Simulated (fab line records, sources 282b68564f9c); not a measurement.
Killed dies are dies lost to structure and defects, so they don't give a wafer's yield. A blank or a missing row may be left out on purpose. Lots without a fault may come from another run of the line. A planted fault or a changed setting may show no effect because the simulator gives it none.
A struck lot beside a sound one | flow rit_cmos | 14 steps out of a route of 202
Sound: wafers L145.2, L145.3, L145.6. Struck: wafers L149.2, L149.5, L149.6. The cause comes at the end.
At each step with rows: each side's tool, then ch and its chambers, then its first start. Under that, the readings that differ: sound wafers | struck wafers | difference of the means | sigmas: that difference in standard deviations of wafers without a fault.
alike: readings whose means differ by less than 2 such deviations, and words and numbers that are the same on both sides. not compared: withheld readings, readings that some wafer has no value for, bounds like >300 that may hide the same value, and numbers for which the record gives no deviation and whose values overlap.
The two part at a step that has a row with sigmas, a row that says differs or no value, or rows on one side only. Numbers that don't overlap but have no deviation are shown without sigmas and don't part them. A reading that every wafer of one side lacks parts them only if that side has two wafers or more.

RIT_SILICIDE_SPUTTER_01: material Ti, target thk 30 nm, time 240 s.
  sound on pvd_sputter-03, day 4 19:05; struck on pvd_sputter-03, day 5 22:38
  alike: throttle_valve_pct
RIT_SILICIDE_RS_MEAS_02: measures by four-point-probe.
  sound on film_metro-04, day 4 19:15; struck on film_metro-03, day 5 22:49
  alike: SILICIDE_TI_RS
RIT_SILICIDE_THK_MEAS_03: measures by xrf.
  sound on film_metro-04, day 4 19:22; struck on film_metro-03, day 5 22:55
  alike: SILICIDE_TI_THK
RIT_SILICIDE_RTA_04: time 10 s, ramp up 5 s, ramp down 5 s.
  sound on rtp_anneal-02 ch 0, day 4 19:25; struck on rtp_anneal-01 ch 0, day 5 22:59
  alike: wafer_temp_C_max
then, 1 step without rows for these wafers: RIT_SILICIDE_WET_ETCH_05 (etches Ti in SPM, time 120 s).
RIT_SILICIDE_RTA_06: time 10 s, ramp up 5 s, ramp down 10 s.
  sound on rtp_anneal-01 ch 0, day 4 19:32; struck on rtp_anneal-02 ch 0, day 5 23:05
  alike: wafer_temp_C_max
RIT_CONTACT_CVD_00: deposits SiO2 from TEOS, target thk 400 nm, time 61 s.
  sound on pecvd-03 ch 0,1, day 4 19:35; struck on pecvd-02 ch 0,1,2, day 5 23:08
  alike: heater_power_w
RIT_CONTACT_THK_MEAS_01:
  sound on film_metro-01, day 4 19:40; struck on film_metro-04, day 5 23:12
  alike: CONTACT_TEOS_THK
then, 4 steps without rows for these wafers: RIT_CONTACT_HMDS_02 (prime time 60 s); RIT_CONTACT_COAT_03 (resist thk 1000 nm); RIT_CONTACT_SOFTBAKE_04 (time 60 s); RIT_CONTACT_EXPOSE_05 (exposes mask M11, target cd 1000 nm).
RIT_CONTACT_PEB_06:
  sound on litho_track-03 ch 0, day 4 20:30; struck on litho_track-01, day 5 23:58
  reading         | sound          | struck | difference                    | sigmas
  exhaust_pa (Pa) | 42.8 44.0 44.4 | - - -  | no value on the struck wafers |
  not compared: chill_plate_temp_C
then, 1 step without rows for these wafers: RIT_CONTACT_DEVELOP_07 (develop time 120 s).

WHERE THEY PART
Only at RIT_CONTACT_PEB_06, within this record.

WHY: what the simulator had put in
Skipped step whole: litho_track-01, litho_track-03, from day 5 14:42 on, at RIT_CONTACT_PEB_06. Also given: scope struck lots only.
